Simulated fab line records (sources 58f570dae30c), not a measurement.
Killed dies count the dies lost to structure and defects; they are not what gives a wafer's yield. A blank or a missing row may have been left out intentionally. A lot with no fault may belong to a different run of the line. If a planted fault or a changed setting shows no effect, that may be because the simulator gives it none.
A lot that was struck, set against a sound lot    flow berkeley-cmos170    14 steps out of a route of 331
Sound: wafers L788.3, L788.4, L788.5. Struck: wafers L783.1, L783.3, L783.6. The cause is given at the end.
At each step with rows: each side's tool, then ch and its chambers, then its first start. Under that, the readings that differ: sound wafers    struck wafers    difference of the means    sigmas: that difference in standard deviations of wafers without a fault.
alike: a reading whose means differ by less than 2 such deviations, as well as words and numbers matching on both sides. not compared: withheld readings; readings where some wafer has no value; bounds like >300 that might hide an equal value; numbers whose values overlap and for which the record gives no deviation.
A row with sigmas, a row that says differs or no value, or rows on one side alone: a step with any of these is where the two part. Numbers that don't overlap but have no deviation are shown without sigmas and don't part them. A reading missing from all wafers of one side parts the sides only when that side holds two or more wafers.

UCB170_CONTACT_OVL_MEAS_16:
  struck on overlay-01, day 12 00:22; sound on overlay-01, day 13 08:14
reading           sound  struck    difference  sigmas
CONTACT_OVL (nm)  3 8 2  -11 -7 3  -9          -2
UCB170_CONTACT_ETCH_17: etches BARC in N2/H2.
  sound on rie-diel-02 ch 0,1,2, day 13 08:15; struck on rie-diel-01 ch 0,1,2, day 12 00:24
  alike: chamber-pressure-mTorr, drypump-motor-current-A, oes-product-au, throttle-valve-pct
UCB170_CONTACT_ETCH_18: etches PSG in CHF3/CF4/Ar, stops on TiSi2, target depth 840 nm, time 195 s.
  sound: rie-diel-02 ch 0,1,2; struck: rie-diel-01 ch 0,1,2
  alike: chamber-pressure-mTorr, drypump-motor-current-A, mfc-ar-sccm, oes-product-au, throttle-valve-pct
  not compared: rf-hours-counter-h
UCB170_CONTACT_STRIP_19: strips in O2.
  sound on plasma-asher-04 ch 0,1, day 13 08:27; struck on plasma-asher-04 ch 0,1, day 12 00:34
  alike: chamber-pressure-mTorr, drypump-motor-current-A, oes-product-au
  not compared: rf-hours-counter-h
UCB170_CONTACT_CD_MEAS_90: the cd target is 700 nm.
  struck on cd-sem-02, day 12 00:43; sound on cd-sem-02, day 13 08:34
  alike: cd-nm
then, 1 step without rows for these wafers: UCB170_CONTACT_CLEAN_20 (cleans in SPM, time 600 s).
UCB170_M1_SPUTTER_00: material Al, target thk 600 nm, time 80 s.
  struck on pvd-sputter-02, day 12 01:01; sound on pvd-sputter-02, day 13 08:49
  alike: throttle-valve-pct
UCB170_M1_RS_MEAS_01: measures by four-point-probe.
  struck on film-metro-02, day 12 01:05; sound on film-metro-01, day 13 08:55
  alike: M1_AL_RS
UCB170_M1_THK_MEAS_02: measures by xrf.
  struck on film-metro-02, day 12 01:12; sound on film-metro-01, day 13 09:01
  alike: M1_AL_THK
then, 3 steps without rows for these wafers: UCB170_M1_COAT_03; UCB170_M1_COAT_04 (resist thk 900 nm); UCB170_M1_SOFTBAKE_05 (time 60 s).
UCB170_M1_EXPOSE_06: exposes mask METAL1, target cd 700 nm.
  struck on krf-scanner-01, day 12 01:50; sound on krf-scanner-02 ch 0, day 13 09:40
  no value came back on the struck wafers for exposure-dose-mJ-cm2, focus-offset-nm (nm); on the sound wafers exposure-dose-mJ-cm2 reads 20.97 20.97 20.98
  alike: mask
after that, 1 step had no rows for these wafers: UCB170_M1_PEB_07.

== WHERE THEY PART ==
At UCB170_CONTACT_OVL_MEAS_16 first; at UCB170_M1_EXPOSE_06 last (within this record only).

WHY: what the simulator had put in
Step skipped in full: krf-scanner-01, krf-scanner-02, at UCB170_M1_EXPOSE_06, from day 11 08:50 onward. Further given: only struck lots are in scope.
